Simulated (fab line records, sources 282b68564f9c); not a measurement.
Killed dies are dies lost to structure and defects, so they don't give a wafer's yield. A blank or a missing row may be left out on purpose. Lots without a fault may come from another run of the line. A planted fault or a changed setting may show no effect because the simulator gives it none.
Which tool did it? | flow rit_cmos | 7 lots, 21 wafers sampled, at 2 steps of a route of 202

WHAT THE GAUGES READ, wafer by wafer
RIT_FOX2_THK_MEAS_01.
lot  | measured    | on            | FOX2_OXIDE_THK (nm)
L955 | day 2 00:58 | film_metro-03 | 345 347 344
L958 | day 2 16:31 | film_metro-02 | 336 340 341
L960 | day 3 07:15 | film_metro-03 | 329 332 331
L962 | day 3 12:20 | film_metro-04 | 350 348 349
L967 | day 4 16:22 | film_metro-03 | 356 351 350
L969 | day 5 03:27 | film_metro-03 | 520 519 514
L977 | day 6 15:29 | film_metro-04 | 335 340 335

WHICH TOOL RAN EACH LOT (tool, then ch and the chambers of the sampled wafers, then the start)
lot  | RIT_FOX2_OXIDATION_00
L955 | furnace-03 ch 0, day 1 23:40
L958 | furnace-03 ch 0, day 2 15:12
L960 | furnace-04 ch 0, day 3 05:56
L962 | furnace-01 ch 0, day 3 11:01
L967 | furnace-03 ch 0, day 4 15:03
L969 | furnace-04 ch 0, day 4 22:44 and furnace-03 ch 0, day 5 02:03
L977 | furnace-03 ch 0, day 6 14:10
- RIT_FOX2_OXIDATION_00: target thk 350.7 nm, ox time 1082 s.

THE ANSWER, worked out from the rows above alone
Rule: what is usual is taken from the lots themselves. Put in order of their means at a reading, lots are off if they are a third of the lots or fewer, leave a main group of 4 or more, and stand apart from it by a gap of 3 or more times the standard deviation of the main group's means; of several such gaps the widest counts. A main group whose means are all the same, to the digits that the tables above print for the reading, isn't used. A lot without any number at a reading at which 4 lots or more have one is off too. The other lots that the step has rows for count as sound.
Off: L969, at RIT_FOX2_THK_MEAS_01 (FOX2_OXIDE_THK). The main group: mean 342 nm, standard deviation 7.4.
A tool fits if, at a process step before that reading, it ran every lot that is off, and no sound lot after the first of them. The gauges at RIT_FOX2_THK_MEAS_01 are tried like those tools. Can't be told from this: 2 tools fit, furnace-04 at RIT_FOX2_OXIDATION_00, film_metro-03 at RIT_FOX2_THK_MEAS_01.

WHAT THE SIMULATOR HAD PUT IN
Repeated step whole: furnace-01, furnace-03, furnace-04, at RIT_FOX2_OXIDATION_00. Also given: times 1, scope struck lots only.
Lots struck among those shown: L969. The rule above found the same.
